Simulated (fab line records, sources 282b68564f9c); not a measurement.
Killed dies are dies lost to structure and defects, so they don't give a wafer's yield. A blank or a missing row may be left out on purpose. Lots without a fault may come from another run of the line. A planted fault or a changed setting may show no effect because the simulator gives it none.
Split-lot experiment | flow rit_cmos | 5 lots, 27 wafers read, on a route of 202 steps

THE SPLIT
At RIT_M1_DEVELOP_08 (develop time 68 s), the setting develop_time_s was moved away from the recipe's 68 s on 12 of the 27 wafers read, by -30.3% to +41.0%. The other wafers ran this setting at the recipe's value.

FROM THE SPLIT TO THE READING: what the file shows between them, 5 steps
- RIT_M1_CD_MEAS_09: target cd 2600 nm
- RIT_M1_HARDBAKE_11: time 120 s
- RIT_M1_METAL_ETCH_12: etches Al in Cl2/BCl3, stops on SiO2, time 165 s, target depth 600 nm
- RIT_M1_STRIP_13: strips in nmp, time 600 s
- RIT_M1_STRIP_14: strips in O2, time 180 s

THE READING
cd_nm, in nm, at RIT_M1_CD_MEAS_90 (target cd 2600 nm). Fault-free wafers of this fab line usually give 2598 nm, standard deviation 3.6 nm.

wafer  | tool, chamber at the split | develop_time_s as run, s | against the recipe | cd_nm, nm | against lot-mates on the recipe
L074.1 | litho_track-03, 0          | 95.9                     | +41.0%             | 2566      | -34
L074.2 | litho_track-03, 0          | 68                       | recipe             | 2602      | -
L074.3 | litho_track-03, 0          | 68                       | recipe             | 2600      | -
L074.4 | litho_track-03, 0          | 95.9                     | +41.0%             | 2567      | -33
L074.5 | litho_track-03, 0          | 68                       | recipe             | 2599      | -
L074.6 | litho_track-03, 0          | 95.9                     | +41.0%             | 2569      | -31
L079.1 | litho_track-01, 0          | 68                       | recipe             | 2594      | -
L079.2 | litho_track-01, 0          | 68                       | recipe             | 2598      | -
L079.3 | litho_track-01, 0          | 68                       | recipe             | 2598      | -
L079.4 | litho_track-01, 0          | 54.63                    | -19.7%             | 2613      | +16
L079.5 | litho_track-01, 0          | 54.63                    | -19.7%             | 2621      | +24
L079.6 | litho_track-01, 0          | 54.63                    | -19.7%             | 2616      | +19
L081.2 | litho_track-02, 0          | 68                       | recipe             | 2601      | -
L081.3 | litho_track-02, 0          | 68                       | recipe             | 2600      | -
L081.4 | litho_track-02, 0          | 68                       | recipe             | 2604      | -
L082.1 | litho_track-03, 0          | 68                       | recipe             | 2600      | -
L082.2 | litho_track-03, 0          | 68                       | recipe             | 2605      | -
L082.3 | litho_track-03, 0          | 50.08                    | -26.4%             | 2640      | +38
L082.4 | litho_track-03, 0          | 50.08                    | -26.4%             | 2631      | +29
L082.5 | litho_track-03, 0          | 50.08                    | -26.4%             | 2637      | +35
L082.6 | litho_track-03, 0          | 68                       | recipe             | 2600      | -
L084.1 | litho_track-03, 0          | 47.42                    | -30.3%             | 2635      | +38
L084.2 | litho_track-03, 0          | 47.42                    | -30.3%             | 2633      | +36
L084.3 | litho_track-03, 0          | 47.42                    | -30.3%             | 2633      | +36
L084.4 | litho_track-03, 0          | 68                       | recipe             | 2598      | -
L084.5 | litho_track-03, 0          | 68                       | recipe             | 2596      | -
L084.6 | litho_track-03, 0          | 68                       | recipe             | 2598      | -

THE FIT
A straight line over all 27 wafers: cd_nm changes by -0.97 nm for each +1% of develop_time_s; r = -0.97; the points scatter about the line by 5.1 nm.
The same after taking each lot's own level away (the mean of its wafers on the recipe; 27 wafers): -0.995 nm for each +1%; r = -0.98; scatter 4.3 nm.
On that fit, the largest move of develop_time_s shifts the reading by 41 nm.
The lots' own levels span 2596.7 to 2601.7 nm, that is 1.4 times the standard deviation above.
So the lot-to-lot level changes the slope little: the two slopes agree.
Check: with one of the wafers moved furthest among these (+41.0%) left out of the fit, the line predicts -39.5 nm for it against its lot-mates. It came out at -34.3 nm against them.

THE WHOLE CHAIN: every reading that the file lists as answering this split, in the file's order
step                 | what it does                                                          | reading                                                   | change (the file's fit)               | r (the file's)
RIT_M1_CD_MEAS_09    | target cd 2600 nm                                                     | cd_nm                                                     | -0.987 nm for each +1% of the setting | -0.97
RIT_M1_METAL_ETCH_12 | etches Al in Cl2/BCl3, stops on SiO2, time 165 s, target depth 600 nm | M1.cd_nm (the simulator's own value, which no gauge read) | -1.02 nm for each +1% of the setting  | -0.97
RIT_M1_CD_MEAS_90    | target cd 2600 nm                                                     | cd_nm                                                     | -1.02 nm for each +1% of the setting  | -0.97

THE FILE'S OWN FIT
cd_nm changes by -1.02 nm for each +1% of develop_time_s, r = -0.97.
